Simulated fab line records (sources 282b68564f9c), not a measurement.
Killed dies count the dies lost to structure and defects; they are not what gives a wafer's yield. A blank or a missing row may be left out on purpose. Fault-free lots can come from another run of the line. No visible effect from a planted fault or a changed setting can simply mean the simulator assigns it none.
Comparing a struck lot with a sound one + flow rit-cmos + 32 steps out of a route of 202
Sound: wafers L589.2, L589.4, L589.6. Wafers struck: L603.1, L603.3, L603.5. The cause comes at the end.
At each step with rows: each side's tool, then ch and its chambers, then its first start. Under that, the readings that differ: sound wafers + struck wafers + difference of the means + sigmas: that difference in standard deviations of wafers without a fault.
alike: same words and numbers on both sides, and readings whose means sit less than 2 such deviations apart. not compared: any withheld reading, any reading some wafer has no value for, any bound like >300 that may hide the same value, and any number with overlapping values for which the record gives no deviation.
A row with sigmas, a row that says differs or no value, or rows on one side alone: a step with any of these is where the two part. Numbers that have no deviation but don't overlap get no sigmas and don't part them. A reading missing from all wafers of one side parts the sides only when that side holds two or more wafers.

RIT_ACTIVE_BOW_MEAS_00:
  sound: film-metro-01 at day 2 16:01; struck: film-metro-01 at day 5 14:00
  alike: INCOMING_BOW
RIT_ACTIVE_OXIDATION_01: target thk 46.8 nm, ox time 3360 s.
  sound on furnace-01 ch 0, day 2 17:09; struck on furnace-03 ch 0, day 5 14:41
  alike: ox-temp-c
RIT_ACTIVE_THK_MEAS_02:
  sound: film-metro-01 at day 2 19:05; struck: film-metro-01 at day 5 16:37
  alike: ACTIVE_OXIDE_THK
then, 1 step without rows for these wafers: RIT_ACTIVE_CVD_03 (deposits Si3N4 from SiH2Cl2/NH3, target thk 150 nm, time 1500 s).
RIT_ACTIVE_THK_MEAS_04:
  sound: film-metro-01 at day 2 20:34; struck: film-metro-01 at day 5 18:05
  alike: ACTIVE_NITRIDE_THK
then, 6 steps without rows for these wafers: RIT_ACTIVE_HMDS_05 (prime time 60 s); RIT_ACTIVE_COAT_06 (resist thk 1000 nm); RIT_ACTIVE_SOFTBAKE_07 (time 60 s); RIT_ACTIVE_EXPOSE_08 (exposes mask M1, target cd 1400 nm); RIT_ACTIVE_PEB_09; RIT_ACTIVE_DEVELOP_10 (develop time 50 s).
RIT_ACTIVE_CD_MEAS_11: target cd 1400 nm.
  sound: cd-sem-01 at day 2 21:29; struck: cd-sem-02 at day 5 19:00
  alike: cd-nm
then, 1 step without rows for these wafers: RIT_ACTIVE_HARDBAKE_12 (time 60 s).
RIT_ACTIVE_ETCH_13: etches Si3N4 in SF6, stops on SiO2, time 210 s, target depth 210 nm.
  sound on rie-diel-04 ch 0,1,2, day 2 22:02; struck on rie-diel-01 ch 2,3, day 5 19:16
  alike: drypump-motor-current-A, oes-product-au, throttle-valve-pct
  not compared: rf-hours-counter-h
RIT_ACTIVE_STRIP_14: strips in O2, time 180 s.
  sound on plasma-asher-01 ch 0,1, day 2 22:11; struck on plasma-asher-04 ch 0,1, day 5 19:24
  alike: drypump-motor-current-A
  not compared: rf-hours-counter-h
RIT_ACTIVE_CD_MEAS_90: target cd 1400 nm.
  sound: cd-sem-01 at day 2 22:22; struck: cd-sem-01 at day 5 19:35
  alike: cd-nm
then, 4 steps without rows for these wafers: RIT_ACTIVE_CLEAN_15 (cleans in SC1, time 600 s); RIT_ACTIVE_CLEAN_16 (cleans in dHF, time 30 s); RIT_ACTIVE_CLEAN_17 (cleans in SC2, time 600 s); RIT_FOX1_OXIDATION_00 (target thk 350.7 nm, ox time 1130 s).
RIT_FOX1_THK_MEAS_01:
  sound: film-metro-04 at day 3 00:10; struck: film-metro-02 at day 5 22:37
  alike: FOX1_OXIDE_THK
then, 2 steps without rows for these wafers: RIT_FOX1_WET_ETCH_02 (etches SiO2 in BOE, target depth 350 nm, time 390 s); RIT_FOX2_OXIDATION_00 (target thk 350.7 nm, ox time 1130 s).
RIT_FOX2_THK_MEAS_01:
  sound: film-metro-01 at day 3 01:58; struck: film-metro-02 at day 6 00:07
  alike: FOX2_OXIDE_THK
then, 2 steps without rows for these wafers: RIT_FOX2_CLEAN_02 (cleans in dHF, time 180 s); RIT_FOX2_WET_ETCH_03 (etches Si3N4 in H3PO4, target depth 195 nm, time 2700 s).
RIT_FOX2_THK_MEAS_90:
  sound: film-metro-01 at day 3 02:51; struck: film-metro-02 at day 6 01:04
  alike: FIELD_OXIDE_LEFT_1_THK
then, 4 steps without rows for these wafers: RIT_NWELL_HMDS_00 (prime time 60 s); RIT_NWELL_COAT_01 (resist thk 1300 nm); RIT_NWELL_SOFTBAKE_02 (time 60 s); RIT_NWELL_EXPOSE_03 (exposes mask M2, target cd 43900 nm).
RIT_M1_PROBE_99:
  sound: prober-02 at day 4 20:55; struck: prober-02 at day 7 17:14
| reading             | sound  | struck   | difference | sigmas |
|---------------------|--------|----------|------------|--------|
| killed_at_M0_to_M3  | 0 0 1  | 0 0 0    | +0         | -4     |
| killed-at-front-end | 9 10 2 | 85 97 72 | +78        | +26    |
| killed-dies         | 9 10 3 | 85 97 72 | +77        | +26    |
| killed-on-rim       | 2 2 2  | 24 25 16 | +20        | +14    |
  alike: killed-open, killed-short

== WHERE THEY PART ==
Within this record, at RIT_M1_PROBE_99 only.

WHY: what the simulator had put in
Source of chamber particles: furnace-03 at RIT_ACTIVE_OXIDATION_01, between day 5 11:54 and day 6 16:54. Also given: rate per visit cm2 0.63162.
